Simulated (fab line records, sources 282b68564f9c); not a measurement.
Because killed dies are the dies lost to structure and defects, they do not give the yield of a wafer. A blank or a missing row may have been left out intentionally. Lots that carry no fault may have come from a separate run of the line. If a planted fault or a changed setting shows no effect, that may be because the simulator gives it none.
Check for tools in common -- flow rit-cmos -- Sample size 14 lots and 42 wafers

== REASON IT WAS OPENED ==
2 of 14 lots carry a flag on the reading FOX2_OXIDE_THK at RIT_FOX2_THK_MEAS_01. Fault-free wafers read 352 nm, with a standard deviation of 6.4.
Rule: a lot is flagged when every wafer of it that has a number lies more than 4 standard deviations from that mean, or none has a number. As for the other lots, they are considered sound.

lot,measured,on,"FOX2_OXIDE_THK (nm), wafer by wafer",flag
L892,day 1 20:16,film-metro-02,347 348 339,
L893,day 1 23:55,film-metro-01,352 351 355,
L894,day 2 07:08,film-metro-03,347 354 361,
L895,day 2 11:11,film-metro-02,353 350 348,
L896,day 2 15:56,film-metro-01,354 350 355,
L897,day 2 20:36,film-metro-02,356 355 356,
L898,day 3 00:58,film-metro-02,347 348 347,
L899,day 3 11:55,film-metro-02,349 351 345,
L901,day 3 20:55,film-metro-03,349 349 348,
L902,day 4 02:44,film-metro-03,357 354 355,
L904,day 4 08:10,film-metro-02,270 276 272,FLAGGED
L906,day 4 20:56,film-metro-03,277 271 269,FLAGGED
L914,day 6 10:46,film-metro-02,340 343 336,
L915,day 6 14:18,film-metro-03,341 341 342,
On average the flagged lots' numbers are 272 nm, which is -80 nm against the usual, or -12 standard deviations.

== LOT BY LOT: THE TOOL USED ==
The record holds 1 process step before the reading, out of a route of 202 steps. In each cell: the tool, then ch and the chambers that the sampled wafers went through, then the start.
lot,flag,RIT_FOX2_OXIDATION_00
L892,,"furnace-04 ch 0, day 1 18:56"
L893,,"furnace-03 ch 0, day 1 22:36"
L894,,"furnace-01 ch 0, day 2 05:49"
L895,,"furnace-01 ch 0, day 2 09:53"
L896,,"furnace-01 ch 0, day 2 14:37"
L897,,"furnace-03 ch 0, day 2 19:17"
L898,,"furnace-01 ch 0, day 2 23:39"
L899,,"furnace-04 ch 0, day 3 10:35"
L901,,"furnace-03 ch 0, day 3 19:37"
L902,,"furnace-03 ch 0, day 4 01:24"
L904,FLAGGED,"furnace-03 ch 0, day 4 06:52"
L906,FLAGGED,"furnace-03 ch 0, day 4 19:37"
L914,,"furnace-01 ch 0, day 6 09:26"
L915,,"furnace-01 ch 0, day 6 12:58"
These steps, and what they do:
- RIT_FOX2_OXIDATION_00: target thk 350.7 nm, ox time 1130 s.
- RIT_FOX2_THK_MEAS_01

== FLAGGED OVER TOTAL, TOOL BY TOOL (the gauges that took the reading come last) ==
step,tool,lots run,flagged,share of the flagged lots,sound lots run after its first flagged lot
RIT_FOX2_OXIDATION_00,furnace-01,6,0,none,-
RIT_FOX2_OXIDATION_00,furnace-03,6,2,all,0
RIT_FOX2_OXIDATION_00,furnace-04,2,0,none,-
RIT_FOX2_THK_MEAS_01,film-metro-01,2,0,none,-
RIT_FOX2_THK_MEAS_01,film-metro-02,7,1,some,1 (L914)
RIT_FOX2_THK_MEAS_01,film-metro-03,5,1,some,1 (L915)

== WHAT THE TABLE ALLOWS ==
1 row of the table ran every flagged lot: furnace-03 at RIT_FOX2_OXIDATION_00.
- furnace-03 at RIT_FOX2_OXIDATION_00: 2 of its 6 lots flagged. Its last sound lot is L902 (day 4 01:24), its first flagged lot L904 (day 4 06:52): a fault that began between those two fits.
Just one tool remains: furnace-03 at RIT_FOX2_OXIDATION_00.

== WHAT THE SIMULATOR PUT IN ==
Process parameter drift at RIT_FOX2_OXIDATION_00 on furnace-03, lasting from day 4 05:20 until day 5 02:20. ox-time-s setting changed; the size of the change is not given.
Shown lots that were struck: L904, L906. The rule given above showed the same thing.
